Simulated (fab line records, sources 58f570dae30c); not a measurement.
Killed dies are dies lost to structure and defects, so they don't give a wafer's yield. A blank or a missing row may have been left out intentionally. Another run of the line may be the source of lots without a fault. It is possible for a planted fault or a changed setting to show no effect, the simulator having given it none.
A lot that was struck, set against a sound lot -- flow berkeleyCmos170 -- 17 out of 331 route steps
Sound: the wafers L424.1, L424.3, L424.5. Struck: wafer L422.4 (left out: L422.1, L422.2 of the same lot, which were not struck); the cause appears at the end.
At each step with rows: each side's tool, then ch and its chambers, then its first start. Under that, the readings that differ: sound wafers -- struck wafers -- difference of the means -- sigmas: that difference in standard deviations of wafers without a fault.
alike: same words and numbers on both sides, and readings whose means sit less than 2 such deviations apart. not compared: any withheld reading, any reading some wafer has no value for, any bound like >300 that may hide the same value, and any number with overlapping values for which the record gives no deviation.
A row with sigmas, a row that says differs or no value, or rows on one side alone: a step with any of these is where the two part. Non-overlapping numbers with no deviation appear without sigmas and do not part them. Lack of a reading on every wafer of one side parts them only where that side has two or more wafers.

first, 1 step without rows for these wafers: UCB170_NWELL_OXIDATION_01 (target thk 26.4 nm, ox time 1260 s).
UCB170_NWELL_THK_MEAS_02:
  sound: filmMetro-03 at day 5 07:55; struck: filmMetro-03 at day 4 20:37
reading,sound,struck,difference,sigmas
NWELL_OXIDE_THK (nm),27.3 27.3 27.8,26.1,-1.4,-3
then, 2 steps without rows for these wafers: UCB170_NWELL_ANNEAL_03 (time 900 s); UCB170_NWELL_CVD_04 (deposits Si3N4 from SiH2Cl2/NH3, target thk 224 nm, time 3360 s).
UCB170_NWELL_THK_MEAS_05:
  sound: filmMetro-01 at day 5 15:31; struck: filmMetro-03 at day 5 00:47
  alike: NWELL_NITRIDE_THK
then, 6 steps without rows for these wafers: UCB170_NWELL_HMDS_06 (prime time 60 s); UCB170_NWELL_COAT_07 (resist thk 900 nm); UCB170_NWELL_SOFTBAKE_08 (time 60 s); UCB170_NWELL_EXPOSE_09 (exposes mask NWELL, target cd 3000 nm); UCB170_NWELL_PEB_10; UCB170_NWELL_DEVELOP_11 (develop time 45 s).
UCB170_NWELL_OVL_MEAS_12:
  sound: overlay-02 at day 5 16:47; struck: overlay-01 at day 5 02:02
  alike: NWELL_OVL
UCB170_NWELL_ETCH_13: etches Si3N4 in CH3F/Ar/O2, stops on SiO2, target depth 246.4 nm, time 154 s.
  sound on rieDiel-01 ch 0,1, day 5 16:50; struck on rieDiel-02 ch 1, day 5 02:04
reading,sound,struck,difference,sigmas
model.KrF_of_NWELL_COAT_07.thkNm (nm),720.2 723.1 719.1,647.3,-73.5,
  alike: drypumpMotorCurrentA, oesProductAu, throttleValvePct
  not compared: rfHoursCounterH
after that, 1 step had no rows for these wafers: UCB170_NWELL_IMPLANT_14.
UCB170_NWELL_STRIP_15: strips in O2.
  sound on plasmaAsher-03 ch 1, day 5 17:05; struck on plasmaAsher-01 ch 1, day 5 02:20
reading,sound,struck,difference,sigmas
stripTimeToEndpointS (s),18.00 18.05 17.94,16.23,-1.77,-21
  alike: drypumpMotorCurrentA, oesProductAu
  not compared: rfHoursCounterH
UCB170_NWELL_TW_MEAS_16:
  sound: filmMetro-01 at day 5 17:11; struck: filmMetro-01 at day 5 02:26
  alike: NWELL_TW
UCB170_M3_PROBE_99:
  the record holds rows for the sound wafers here (prober-01, day 11 22:52) but none for the struck ones

== WHERE THEY PART ==
First at UCB170_NWELL_THK_MEAS_02; last, within this record, at UCB170_M3_PROBE_99.

WHY: whatever the simulator had introduced
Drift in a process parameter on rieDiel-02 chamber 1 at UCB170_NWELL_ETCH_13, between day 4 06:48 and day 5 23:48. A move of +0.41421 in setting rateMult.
